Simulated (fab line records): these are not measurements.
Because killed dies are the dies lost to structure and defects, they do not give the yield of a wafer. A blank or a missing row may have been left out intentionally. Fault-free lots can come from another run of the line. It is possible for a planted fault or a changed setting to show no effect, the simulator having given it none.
Lot-split experiment ; flow berkeley-cmos170 ; 5 lots, 23 wafers read, on a route of 331 steps

## THE SPLIT ITSELF
At UCB170_PWELL_OXIDATION_02 (target thk 26.4 nm, ox time 1260 s), the setting temp-c was moved away from the recipe's 1000 C on 20 of the 23 wafers read, by -1.6% to +1.9%. The other wafers ran this setting at the recipe's value.

No step appears in the file between the split and the reading.

## THE READING
Values of PWELL_OXIDE_THK in nm from UCB170_PWELL_THK_MEAS_03. A value of 26.5 nm with a standard deviation of 0.48 nm is what fault-free wafers of this fab line usually give.

wafer;tool, chamber at the split;temp-c as run, C;against the recipe;PWELL_OXIDE_THK, nm;against lot-mates on the recipe
L074.2;furnace-02, 0;1000;recipe;26.4;-
L074.3;furnace-02, 0;1000;recipe;26.1;-
L074.5;furnace-02, 0;1000;recipe;26.9;-
L076.1;-, -;983.6;-1.6%;22.5;no lot-mate on the recipe
L076.2;-, -;983.6;-1.6%;22.8;no lot-mate on the recipe
L076.4;-, -;983.6;-1.6%;22.5;no lot-mate on the recipe
L076.5;-, -;983.6;-1.6%;22.9;no lot-mate on the recipe
L076.6;-, -;983.6;-1.6%;23.0;no lot-mate on the recipe
L080.1;-, -;1019;+1.9%;30.7;no lot-mate on the recipe
L080.3;-, -;1019;+1.9%;30.2;no lot-mate on the recipe
L080.4;-, -;1019;+1.9%;30.6;no lot-mate on the recipe
L080.5;-, -;1019;+1.9%;30.4;no lot-mate on the recipe
L080.6;-, -;1019;+1.9%;30.5;no lot-mate on the recipe
L081.2;-, -;987.5;-1.2%;23.4;no lot-mate on the recipe
L081.3;-, -;987.5;-1.2%;23.6;no lot-mate on the recipe
L081.4;-, -;987.5;-1.2%;23.0;no lot-mate on the recipe
L081.5;-, -;987.5;-1.2%;23.3;no lot-mate on the recipe
L081.6;-, -;987.5;-1.2%;23.0;no lot-mate on the recipe
L083.1;-, -;988.8;-1.1%;22.7;no lot-mate on the recipe
L083.2;-, -;988.8;-1.1%;23.1;no lot-mate on the recipe
L083.3;-, -;988.8;-1.1%;23.2;no lot-mate on the recipe
L083.5;-, -;988.8;-1.1%;22.6;no lot-mate on the recipe
L083.6;-, -;988.8;-1.1%;23.2;no lot-mate on the recipe

THE FIT
A straight line over all 23 wafers: PWELL_OXIDE_THK changes by +2.3 nm for each +1% of temp-c; r = +0.99; the points scatter about the line by 0.44 nm.
Too few moved wafers have a lot-mate on the recipe to fit a line with each lot's own level taken away.

## THE WHOLE CHAIN: every reading that the file lists as answering this split, in the file's order
step;what it does;reading;change (the file's fit);r (the file's)
UCB170_PWELL_OXIDATION_02;target thk 26.4 nm, ox time 1260 s;SiO2_of_PWELL_OXIDATION_02.thk-nm (the simulator's own value, which no gauge read);+2.3 nm for each +1% of the setting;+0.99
UCB170_PWELL_THK_MEAS_03;;PWELL_OXIDE_THK;+2.3 for each +1% of the setting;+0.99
UCB170_PWELL_ETCH_14;etches Si3N4 in CH3F/Ar/O2, stops on SiO2, target depth 242 nm, time 151 s;SiO2_of_PWELL_OXIDATION_02.thk-nm (the simulator's own value, which no gauge read);+2.38 nm for each +1% of the setting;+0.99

## FILE'S OWN FIT
PWELL_OXIDE_THK changes by +2.3 nm for each +1% of temp-c, r = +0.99.
